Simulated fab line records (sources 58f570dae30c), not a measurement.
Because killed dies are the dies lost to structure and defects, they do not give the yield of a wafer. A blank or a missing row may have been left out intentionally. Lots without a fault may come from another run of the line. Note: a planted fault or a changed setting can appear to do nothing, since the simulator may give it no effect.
fab line records | flow berkeleyCmos170
record lots=15 wafers=45 lastDay=12
route steps=331 shown GATE@140
lots with no fault: from the same line, run without faults
startH: hours from the record's opening day to when the first of the lot's shown wafers began | waitH: hours since the lot's step before | " repeats the value in the row above | L1.1+2: a row that stands for several wafers | - no value present, or no start provided | * or withheld: withheld | < > ~ a bound
route shown NAME@n: names a module that has steps shown in the file, with the first one's number in the route | usual: mean/standard deviation taken from wafers without a fault | same: alike in all rows | chamber/n: place in a boat | sites: the reading at each site | _std_site: standard deviation of those values | _edge_site: outer sites' mean less inner sites' | radiusMm: for every site, how far away it sits from the centre of the wafer | mask NAME#n: copy n | behind: tool/chamber where the wafer was last shaped | hold: reason for holding the lot/hours on hold/outcome of the hold | device: which transistor (n, p or np) failed to switch | end of line: the route-end tests of the same wafers | for a step that has no rows: nothing shown but its recipe | killed: dies lost to structure and defects at the first sort, not the wafer's yield | map: per-die view of a wafer (x killed, . not killed, _ where there is no die)
set.NAME: the run value of the setting; set.NAME@STEP: its run value at that earlier step | model.NAME: the simulator's own value behind a step, which no gauge read
steps of the route over a sample of lots; a table a step, a row a wafer
services: when a tool's chamber went out of use (startH, in hours from the record's first day, below 0 if earlier), for how many hours, and the reason
## steps
# step UCB170_GATE_ETCH_14
# recipe chemistry=N2/H2 targetDepthA=withheld overetchA=withheld target=BARC timeS=withheld sourceW=500 biasW=100 pressureMtorr=30 n2FlowSccm=100 h2FlowSccm=200
# usual drypumpMotorCurrentA=5.6/0.51 oesProductAu=0.994/0.017 rfFwdPowerW=494.3/2.2 throttleValvePct=13.29/0.17
# columns lot.wafer tool chamber startH waitH drypumpMotorCurrentA oesProductAu rfFwdPowerW throttleValvePct
L676.1 rieDiel-04 2 135.09 0.0 6.0 1.044 490.9 13.53
L676.2 " 1 " " 4.8 1.001 491.9 13.60
L676.3 " 0 " " 5.8 1.001 494.3 13.29
L679.3 rieDiel-04 0 158.75 0.0 5.8 0.991 493.2 13.29
L679.4 " 3 " " 5.8 1.010 490.0 13.34
L679.6 " 0 " " 5.8 0.993 492.6 13.29
L678.2 rieDiel-03 2 158.87 0.0 5.1 0.978 496.8 13.13
L678.3 " 3 " " 5.6 0.995 496.8 12.93
L678.5 " 0 " " 4.8 0.992 494.4 13.35
L680.3 rieDiel-03 3 162.41 0.0 5.6 0.986 495.9 12.92
L680.5 " 2 " " 5.2 0.974 496.1 13.14
L680.6 " 3 " " 5.6 1.004 498.6 12.91
L685.1 rieDiel-04 1 185.06 0.0 4.8 0.993 496.0 13.58
L685.2 " 3 " " 5.8 1.032 490.0 13.35
L685.5 " 0 " " 5.9 0.996 493.2 13.30
L682.1 rieDiel-03 0 185.67 0.0 4.8 0.899 494.4 13.35
L682.4 " 1 " " 5.7 0.883 495.4 13.15
L682.6 " 3 " " 5.6 0.906 494.2 12.92
L687.3 rieDiel-03 0 190.47 0.0 4.8 0.897 494.0 13.37
L687.4 " 1 " " 5.7 0.875 495.6 13.17
L687.5 " 3 " " 5.6 0.901 495.1 12.94
L688.4 rieDiel-01 2 190.59 0.0 6.8 0.982 493.8 13.23
L688.5 " 1 " " 5.4 0.982 495.5 13.20
L688.6 " 2 " " 6.8 0.987 495.9 13.20
L689.2 rieDiel-03 2 212.51 0.0 5.1 0.883 492.5 13.16
L689.3 " 1 " " 5.7 0.868 495.0 13.17
L689.6 " 0 " " 4.8 0.893 494.4 13.34
L694.1 rieDiel-01 3 220.71 0.0 5.3 1.010 495.6 13.38
L694.2 " 0 " " 5.9 0.998 493.0 13.19
L694.6 " 3 " " 5.4 1.017 497.3 13.39
L693.2 rieDiel-04 1 220.95 0.0 4.8 0.985 493.8 13.57
L693.4 " 0 " " 5.8 0.999 493.5 13.29
L693.5 " 3 " " 5.8 1.023 488.0 13.35
L692.1 rieDiel-01 0 221.31 0.0 5.9 0.996 494.9 13.21
L692.2 " 3 " " 5.3 0.999 495.6 13.39
L692.5 " 1 " " 5.4 0.973 495.2 13.20
L696.1 rieDiel-04 3 239.92 0.0 5.8 1.018 490.9 13.34
L696.4 " 1 " " 4.7 0.995 491.9 13.58
L696.6 " 1 " " 4.8 0.978 493.8 13.58
L697.1 rieDiel-04 0 248.17 0.0 5.8 1.010 492.5 13.30
L697.4 " 3 " " 5.8 1.021 489.7 13.34
L697.5 " 1 " " 4.8 0.995 490.4 13.60
L699.4 rieDiel-04 1 248.66 0.0 4.8 0.993 491.9 13.58
L699.5 " 2 " " 6.0 0.996 493.0 13.53
L699.6 " 1 " " 4.8 0.988 495.7 13.57
## services
# columns tool chamber startH hours kind
rieDiel-04 0 137.20 10.8 repair
rieDiel-04 - 168.62 0.3 repair
rieDiel-03 2 171.98 - clean
rieDiel-03 2 171.98 26.5 scheduledDown
rieDiel-03 2 171.98 26.5 ventCycle
rieDiel-04 2 173.31 - clean
rieDiel-04 2 173.31 13.6 scheduledDown
rieDiel-04 2 173.31 13.6 ventCycle
rieDiel-04 - 188.62 0.2 repair
rieDiel-01 2 217.69 - clean
rieDiel-01 2 217.69 15.9 scheduledDown
rieDiel-01 2 217.69 15.9 ventCycle
rieDiel-03 3 230.98 - clean
rieDiel-03 3 230.98 20.0 scheduledDown
rieDiel-03 3 230.98 20.0 ventCycle
rieDiel-03 0 244.19 34.4 repair
rieDiel-03 - 246.21 2.8 pm
## key
firstSign step=UCB170_GATE_ETCH_14 reading=oesProductAu direction=down sigmas=6.1 usual=0.994 struck=0.890
effect none on later readings
metAt UCB170_GATE_ETCH_14
struckLots L682,L687,L689
sortLeftOut L682.1,L682.4,L682.6
testerLeftOut L682,L687,L689
onsetBetween 162.41 185.67
fault kind=processParameterDrift tool=rieDiel-03 chamber=- onsetH=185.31 steps=UCB170_GATE_ETCH_14 channel=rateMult offset=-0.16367 shape=step endH=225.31
# testerLeftOut: of these lots the tester's yield and bins aren't shown, on N5 and GAA mostly nor the transistor test; their killed dies are dies lost to structure and defects alone, not to doping, threshold or leakage, so they don't give the yield
# sortLeftOut: the simulated sort isn't trusted on such a fault, so these wafers' sort isn't shown, and their yield isn't known
